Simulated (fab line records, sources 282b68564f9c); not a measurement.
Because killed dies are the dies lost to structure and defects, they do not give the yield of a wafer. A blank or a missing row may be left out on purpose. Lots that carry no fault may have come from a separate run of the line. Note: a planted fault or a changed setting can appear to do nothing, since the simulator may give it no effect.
Which tool did it? -- flow rit-cmos -- Sampling: 13 lots, 39 wafers, 7 of 202 route steps

## WHAT EACH GAUGE READ, for each wafer
RIT_NLDD_TW_MEAS_10. Usual: for NLDD_TW the level is 2487 and the standard deviation is 20.
lot,measured,on,NLDD_TW,flag
L320,day 3 06:32,film-metro-02,2490 2497 2489,
L321,day 3 10:34,film-metro-04,2462 2460 2458,
L322,day 3 18:05,film-metro-02,2509 2496 2504,
L323,day 3 20:38,film-metro-02,2519 2496 2483,
L324,day 3 20:52,film-metro-01,2501 2488 2493,
L325,day 4 05:38,film-metro-01,2516 2518 2505,
L326,day 4 08:35,film-metro-04,2452 2461 2460,
L328,day 4 21:06,film-metro-04,2460 2466 2468,
L330,day 5 03:50,film-metro-01,2494 2508 2495,
L331,day 5 10:18,film-metro-01,2483 2497 2497,
L337,day 6 15:48,film-metro-04,2484 2469 2479,
L339,day 7 02:21,film-metro-01,2491 2492 2490,
L341,day 7 10:40,film-metro-04,2468 2478 2478,

RIT_PLDD_OVL_MEAS_06. Usual: for PLDD_OVL the level is -1.5 nm and the standard deviation is 1.3.
lot,measured,on,PLDD_OVL (nm),flag
L320,day 3 07:33,overlay-01,-1.8 -4.4 -1.4,
L321,day 3 11:35,overlay-01,-2.7 -2.1 -1.0,
L322,day 3 19:07,overlay-01,-2.9 -2.2 -3.6,
L323,day 3 21:40,overlay-01,-1.5 -2.8 -0.7,
L324,day 3 21:54,overlay-02,-2.2 -1.8 -1.6,
L325,day 4 06:40,overlay-02,0.3 0.8 0.3,
L326,day 4 09:38,overlay-01,0.0 -2.1 -0.8,
L328,day 4 22:11,overlay-02,-1.4 -1.5 -2.3,
L330,day 5 04:44,overlay-01,-2.4 -1.3 -3.4,
L331,day 5 11:20,overlay-02,-1.9 -1.5 -1.0,
L337,day 6 16:50,overlay-02,-1.6 -1.8 -2.0,
L339,day 7 03:16,overlay-02,0.5 0.8 1.1,
L341,day 7 11:41,overlay-02,-3.3 -1.9 -2.5,

RIT_M1_RS_MEAS_01: measurement is done with a four-point probe. Usual: for M1_AL_RS the level is 0.0732 ohm/sq and the standard deviation is 0.00068.
lot,measured,on,M1_AL_RS (ohm/sq),flag
L320,day 3 17:37,film-metro-01,0.0738 0.0742 0.0739,
L321,day 4 00:16,film-metro-02,0.0731 0.0744 0.0731,
L322,day 4 05:45,film-metro-01,0.0730 0.0738 0.0740,
L323,day 4 08:53,film-metro-02,0.0739 0.0738 0.0740,
L324,day 4 09:05,film-metro-01,0.0735 0.0731 0.0733,
L325,day 4 16:49,film-metro-01,0.0725 0.0734 0.0727,
L326,day 4 19:58,film-metro-01,0.0730 0.0734 0.0731,
L328,day 5 08:10,film-metro-02,0.0717 0.0731 0.0722,
L330,day 5 15:03,film-metro-04,0.0725 0.0731 0.0707,
L331,day 5 21:23,film-metro-04,0.0738 0.0744 0.0739,
L337,day 7 04:37,film-metro-04,0.0745 0.0751 0.0745,
L339,day 7 13:31,film-metro-04,0.0736 0.0739 0.0739,
L341,day 7 22:05,film-metro-01,0.0733 0.0728 0.0728,

RIT_M1_THK_MEAS_02: measures by xrf. Usual: for M1_AL_THK the level is 402 nm and the standard deviation is 3.9.
lot,measured,on,M1_AL_THK (nm),flag
L320,day 3 17:43,film-metro-01,399 399 398,
L321,day 4 00:23,film-metro-02,401 396 403,
L322,day 4 05:52,film-metro-01,402 400 397,
L323,day 4 09:00,film-metro-02,399 398 398,
L324,day 4 09:13,film-metro-01,397 402 401,
L325,day 4 16:56,film-metro-01,401 400 403,
L326,day 4 20:05,film-metro-01,402 400 404,
L328,day 5 08:17,film-metro-02,409 404 407,
L330,day 5 15:09,film-metro-04,406 402 418,
L331,day 5 21:30,film-metro-04,399 394 399,
L337,day 7 04:44,film-metro-04,396 394 393,
L339,day 7 13:38,film-metro-04,400 398 399,
L341,day 7 22:12,film-metro-01,403 407 406,

RIT_M1_CD_MEAS_09: the cd target is 2600 nm. Usual: cd-nm at 2600.1 nm, with a standard deviation of 2.9.
lot,measured,on,cd-nm (nm),flag
L320,day 3 18:53,cd-sem-01,2602.6 2603.2 2604.3,
L321,day 4 01:21,cd-sem-01,2598.5 2598.8 2600.1,
L322,day 4 06:49,cd-sem-02,2599.1 2597.2 2597.5,
L323,day 4 10:05,cd-sem-02,2597.2 2595.2 2596.3,
L324,day 4 10:18,cd-sem-01,2596.7 2595.2 2596.9,
L325,day 4 18:02,cd-sem-02,2598.1 2601.0 2598.1,
L326,day 4 21:12,cd-sem-01,2599.8 2601.0 2603.2,
L328,day 5 09:14,cd-sem-02,2600.5 2601.4 2599.0,
L330,day 5 16:07,cd-sem-02,2621.2 2620.0 2621.5,OFF
L331,day 5 22:26,cd-sem-02,2600.3 2599.3 2600.5,
L337,day 7 05:40,cd-sem-02,2603.3 2605.5 2602.5,
L339,day 7 14:49,cd-sem-01,2600.1 2600.5 2601.5,
L341,day 7 23:18,cd-sem-01,2597.9 2597.8 2599.5,

## WHICH TOOL RAN EACH LOT (tool, then ch and the chambers of the sampled wafers, then the start)
lot,RIT_PLDD_STRIP_09,RIT_M1_SPUTTER_00
L320,"plasma-asher-04 ch 0,1, day 3 07:58","pvd-sputter-02, day 3 17:17"
L321,"plasma-asher-02 ch 0,1, day 3 11:56","pvd-sputter-04, day 3 23:58"
L322,"plasma-asher-02 ch 0,1, day 3 19:28","pvd-sputter-02, day 4 05:27"
L323,"plasma-asher-04 ch 0,1, day 3 22:00","pvd-sputter-01, day 4 08:35"
L324,"plasma-asher-02 ch 0,1, day 3 22:14","pvd-sputter-02, day 4 08:48"
L325,"plasma-asher-03 ch 0,1, day 4 07:00","pvd-sputter-04, day 4 16:31"
L326,"plasma-asher-03 ch 0,1, day 4 09:58","pvd-sputter-02, day 4 19:41"
L328,"plasma-asher-02 ch 0,1, day 4 22:31","pvd-sputter-02, day 5 07:53"
L330,"plasma-asher-03 ch 0,1, day 5 05:07","pvd-sputter-02, day 5 14:43"
L331,"plasma-asher-03 ch 0,1, day 5 11:44","pvd-sputter-01, day 5 21:05"
L337,"plasma-asher-03 ch 0,1, day 6 17:10","pvd-sputter-04, day 7 04:19"
L339,"plasma-asher-04 ch 0,1, day 7 03:36","pvd-sputter-04, day 7 13:13"
L341,"plasma-asher-02 ch 0,1, day 7 12:07","pvd-sputter-04, day 7 21:47"
- RIT_PLDD_STRIP_09: strips in O2, time 180 s.
- RIT_M1_SPUTTER_00: material Al, target thk 400 nm, time 500 s.

## AS READ BY THE TOOLS THEMSELVES (means over the sampled wafers that have a number; for cases with no such wafer, the mark the record gives instead)
RIT_PLDD_STRIP_09. Usual: drypump-motor-current-A at 5.9 A, with a standard deviation of 0.51.
lot,tool,drypump-motor-current-A (A),flag
L320,plasma-asher-04,5.7,
L321,plasma-asher-02,5.8,
L322,plasma-asher-02,5.8,
L323,plasma-asher-04,5.3,
L324,plasma-asher-02,5.8,
L325,plasma-asher-03,6.4,
L326,plasma-asher-03,6.4,
L328,plasma-asher-02,5.8,
L330,plasma-asher-03,6.4,
L331,plasma-asher-03,6.3,
L337,plasma-asher-03,6.4,
L339,plasma-asher-04,5.3,
L341,plasma-asher-02,5.8,

RIT_M1_SPUTTER_00. Usual: throttle-valve-pct at 30.2 %, with a standard deviation of 0.99.
lot,tool,throttle-valve-pct (%),flag
L320,pvd-sputter-02,29.2,
L321,pvd-sputter-04,30.1,
L322,pvd-sputter-02,30.0,
L323,pvd-sputter-01,29.5,
L324,pvd-sputter-02,30.0,
L325,pvd-sputter-04,29.7,
L326,pvd-sputter-02,30.0,
L328,pvd-sputter-02,30.5,
L330,pvd-sputter-02,30.6,
L331,pvd-sputter-01,30.6,
L337,pvd-sputter-04,30.0,
L339,pvd-sputter-04,29.8,
L341,pvd-sputter-04,30.6,

## THE ANSWER, worked out from the rows above alone
Rule: lot off if the mean of its wafers having a number is beyond 3 standard deviations from the usual mean. A lot without any number at a reading at which 4 lots or more have one is off too. The other lots that the step has rows for count as sound. First the gauges in route order, then the tools' own readings, where a lot's mean is used as printed above. At the first step where some lot is off, the reading lying furthest off is the one used; lots without a number count as furthest.
Off at RIT_M1_CD_MEAS_09 (cd-nm): L330.
If a tool, at a process step before that reading, ran all the lots that are off and no sound lot after the first of them, it fits. Those tools and the gauges at RIT_M1_CD_MEAS_09 are tried in the same way. One candidate fits, namely pvd-sputter-02 at RIT_M1_SPUTTER_00. A fault onset in the window from L328 (day 5 07:53, its last sound lot) to L330 (day 5 14:43, its first lot off) fits.

## WHAT THE SIMULATOR PUT IN
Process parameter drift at RIT_M1_SPUTTER_00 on pvd-sputter-02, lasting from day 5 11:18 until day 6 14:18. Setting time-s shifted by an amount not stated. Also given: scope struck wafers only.
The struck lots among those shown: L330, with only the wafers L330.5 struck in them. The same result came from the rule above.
